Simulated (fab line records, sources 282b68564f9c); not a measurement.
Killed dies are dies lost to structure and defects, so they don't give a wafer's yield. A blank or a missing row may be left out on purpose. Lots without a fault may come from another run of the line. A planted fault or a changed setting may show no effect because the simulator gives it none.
A struck lot beside a sound one | flow rit_cmos | 14 steps out of a route of 202
Sound: wafers L857.1, L857.4, L857.5. Struck: wafers L848.2, L848.4, L848.5. The cause comes at the end.
At each step with rows: each side's tool, then ch and its chambers, then its first start. Under that, the readings that differ: sound wafers | struck wafers | difference of the means | sigmas: that difference in standard deviations of wafers without a fault.
alike: readings whose means differ by less than 2 such deviations, and words and numbers that are the same on both sides. not compared: withheld readings, readings that some wafer has no value for, bounds like >300 that may hide the same value, and numbers for which the record gives no deviation and whose values overlap.
The two part at a step that has a row with sigmas, a row that says differs or no value, or rows on one side only. Numbers that don't overlap but have no deviation are shown without sigmas and don't part them. A reading that every wafer of one side lacks parts them only if that side has two wafers or more.

RIT_ACTIVE_ETCH_13: etches Si3N4 in SF6, stops on SiO2, time 210 s, target depth 210 nm.
  sound on rie_diel-01 ch 0,1,2, day 5 14:01; struck on rie_diel-01 ch 1,3, day 3 16:50
  alike: SF6_flow_sccm, chamber_pressure_mTorr, drypump_motor_current_A, oes_product_au, throttle_valve_pct
  not compared: rf_hours_counter_h
RIT_ACTIVE_STRIP_14: strips in O2, time 180 s.
  sound on plasma_asher-03 ch 0,1, day 5 14:08; struck on plasma_asher-04 ch 0,1, day 3 16:59
  alike: drypump_motor_current_A
  not compared: rf_hours_counter_h
RIT_ACTIVE_CD_MEAS_90: target cd 1400 nm.
  sound on cd_sem-01, day 5 14:19; struck on cd_sem-02, day 3 17:10
  alike: cd_nm
then, 4 steps without rows for these wafers: RIT_ACTIVE_CLEAN_15 (cleans in SC1, time 600 s); RIT_ACTIVE_CLEAN_16 (cleans in dHF, time 30 s); RIT_ACTIVE_CLEAN_17 (cleans in SC2, time 600 s); RIT_FOX1_OXIDATION_00 (target thk 350.7 nm, ox time 1086 s).
RIT_FOX1_THK_MEAS_01:
  sound on film_metro-03, day 5 16:42; struck on film_metro-02, day 3 18:58
  reading             | sound       | struck      | difference | sigmas
  FOX1_OXIDE_THK (nm) | 334 330 337 | 350 346 350 | +15        | +2
then, 2 steps without rows for these wafers: RIT_FOX1_WET_ETCH_02 (etches SiO2 in BOE, target depth 350 nm, time 390 s); RIT_FOX2_OXIDATION_00 (target thk 350.7 nm, ox time 1130 s).
RIT_FOX2_THK_MEAS_01:
  sound on film_metro-03, day 5 19:54; struck on film_metro-02, day 3 20:28
  reading             | sound       | struck      | difference | sigmas
  FOX2_OXIDE_THK (nm) | 338 338 336 | 368 363 366 | +28        | +4
then, 1 step without rows for these wafers: RIT_FOX2_CLEAN_02 (cleans in dHF, time 180 s).
RIT_FOX2_WET_ETCH_03: etches Si3N4 in H3PO4, target depth 195 nm, time 2700 s.
  sound on wet_bench-04 ch 0, day 5 20:01; struck on wet_bench-02 ch 0, day 3 20:34
  no value came back on the struck wafers for bath_guard_temp_C (C), bath_heat_duty_pct (%), temp_c (C), time_s (s); on the sound wafers bath_guard_temp_C (C) reads 164.8 164.8 164.7
  reading                                       | sound             | struck            | difference | sigmas
  model.Si3N4_of_ACTIVE_CVD_03.thk_nm (nm)      | 0 0 0             | 132.9 131.4 132.3 | +132.2     |
  model.SiO2_of_ACTIVE_OXIDATION_01.thk_nm (nm) | 44.12 44.16 43.46 | 52.19 52.72 52.28 | +8.48      |
RIT_M1_PROBE_99:
  sound on prober-01, day 7 14:08; struck on prober-02, day 5 18:32
  reading             | sound | struck      | difference | sigmas
  killed_at_front_end | 6 5 9 | 264 264 264 | +257       | +76
  killed_dies         | 6 5 9 | 264 264 264 | +257       | +76
  killed_on_rim       | 1 0 2 | 70 70 70    | +69        | +53
  alike: killed_open, killed_short

WHERE THEY PART
First at RIT_FOX1_THK_MEAS_01; last, within this record, at RIT_M1_PROBE_99.

WHY: what the simulator had put in
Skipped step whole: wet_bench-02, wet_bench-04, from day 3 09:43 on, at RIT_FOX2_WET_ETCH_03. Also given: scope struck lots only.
